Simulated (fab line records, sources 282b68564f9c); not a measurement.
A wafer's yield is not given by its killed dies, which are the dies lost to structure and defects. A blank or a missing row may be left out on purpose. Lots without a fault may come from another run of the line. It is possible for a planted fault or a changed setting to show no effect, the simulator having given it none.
Struck lot and sound lot, side by side || flow rit-cmos || 15 out of 202 route steps
Sound: the wafers L239.1, L239.3, L239.5. Wafers L247.4, L247.5, L247.6 were the ones struck. At the end, the cause is stated.
For every step that has rows: the tool of each side, followed by ch and its chambers, followed by its first start. Under that, the readings that differ: sound wafers || struck wafers || difference of the means || sigmas: that difference in standard deviations of wafers without a fault.
alike: readings whose means differ by less than 2 such deviations, and words and numbers that are the same on both sides. not compared: withheld readings, readings that some wafer has no value for, bounds like >300 that may hide the same value, and numbers for which the record gives no deviation and whose values overlap.
The two part at a step that has a row with sigmas, a row that says differs or no value, or rows on one side only. Numbers that have no deviation but don't overlap get no sigmas and don't part them. A reading missing from all wafers of one side parts the sides only when that side holds two or more wafers.

RIT_ACTIVE_THK_MEAS_02:
  sound on film-metro-04 at day 1 13:20; struck on film-metro-04 at day 3 04:05
  alike: ACTIVE_OXIDE_THK
then, 1 step without rows for these wafers: RIT_ACTIVE_CVD_03 (deposits Si3N4 from SiH2Cl2/NH3, target thk 150 nm, time 1500 s).
RIT_ACTIVE_THK_MEAS_04:
  sound on film-metro-04 at day 1 14:49; struck on film-metro-02 at day 3 05:34
{"reading": "ACTIVE_NITRIDE_THK (nm)", "sound": "147.7 147.8 148.4", "struck": "151.3 150.2 151.6", "difference": "+3.1", "sigmas": "+2"}
then, 6 steps without rows for these wafers: RIT_ACTIVE_HMDS_05 (prime time 60 s); RIT_ACTIVE_COAT_06 (resist thk 1000 nm); RIT_ACTIVE_SOFTBAKE_07 (time 60 s); RIT_ACTIVE_EXPOSE_08 (exposes mask M1, target cd 1400 nm); RIT_ACTIVE_PEB_09; RIT_ACTIVE_DEVELOP_10 (develop time 50 s).
RIT_ACTIVE_CD_MEAS_11 targets a cd of 1400 nm.
  sound on cd-sem-02 at day 1 15:51; struck on cd-sem-01 at day 3 06:34
  alike: cd-nm
then, 1 step without rows for these wafers: RIT_ACTIVE_HARDBAKE_12 (time 60 s).
RIT_ACTIVE_ETCH_13: etches Si3N4 in SF6, stops on SiO2, time 210 s, target depth 210 nm.
  sound on rie-diel-02 ch 0,2, day 1 16:07; struck on rie-diel-04 ch 2,3, day 3 06:46
  alike: drypump-motor-current-A, oes-product-au, rf-fwd-power-W, throttle-valve-pct
  not compared: rf-hours-counter-h
RIT_ACTIVE_STRIP_14: strips in O2, time 180 s.
  sound on plasma-asher-03 ch 0,1, day 1 16:15; struck on plasma-asher-02 ch 0,1, day 3 06:58
  no value came back on the struck wafers for chamber-pressure-mTorr (mTorr), drypump-motor-current-A (A); on the sound wafers chamber-pressure-mTorr (mTorr) reads 3998 4005 3998
{"reading": "model.NOVOLAK_of_ACTIVE_COAT_06.thk-nm (nm)", "sound": "0 0 0", "struck": "663.2 660.7 664.5", "difference": "+662.8", "sigmas": ""}
  not compared: rf-hours-counter-h
RIT_ACTIVE_CD_MEAS_90 targets a cd of 1400 nm.
  sound on cd-sem-01 at day 1 16:26; struck on cd-sem-02 at day 3 07:08
  alike: cd-nm
RIT_M1_PROBE_99:
  sound on prober-01 at day 3 12:54; struck on prober-01 at day 5 05:50
{"reading": "killed-at-front-end", "sound": "7 2 7", "struck": "264 264 264", "difference": "+259", "sigmas": "+89"}
{"reading": "killed-dies", "sound": "7 2 7", "struck": "264 264 264", "difference": "+259", "sigmas": "+89"}
{"reading": "killed-on-rim", "sound": "2 0 1", "struck": "70 70 70", "difference": "+69", "sigmas": "+49"}
  alike: killed-open, killed-short

## WHERE THEY PART
First at RIT_ACTIVE_THK_MEAS_04; last, within this record, at RIT_M1_PROBE_99.

WHY: the cause the simulator had injected
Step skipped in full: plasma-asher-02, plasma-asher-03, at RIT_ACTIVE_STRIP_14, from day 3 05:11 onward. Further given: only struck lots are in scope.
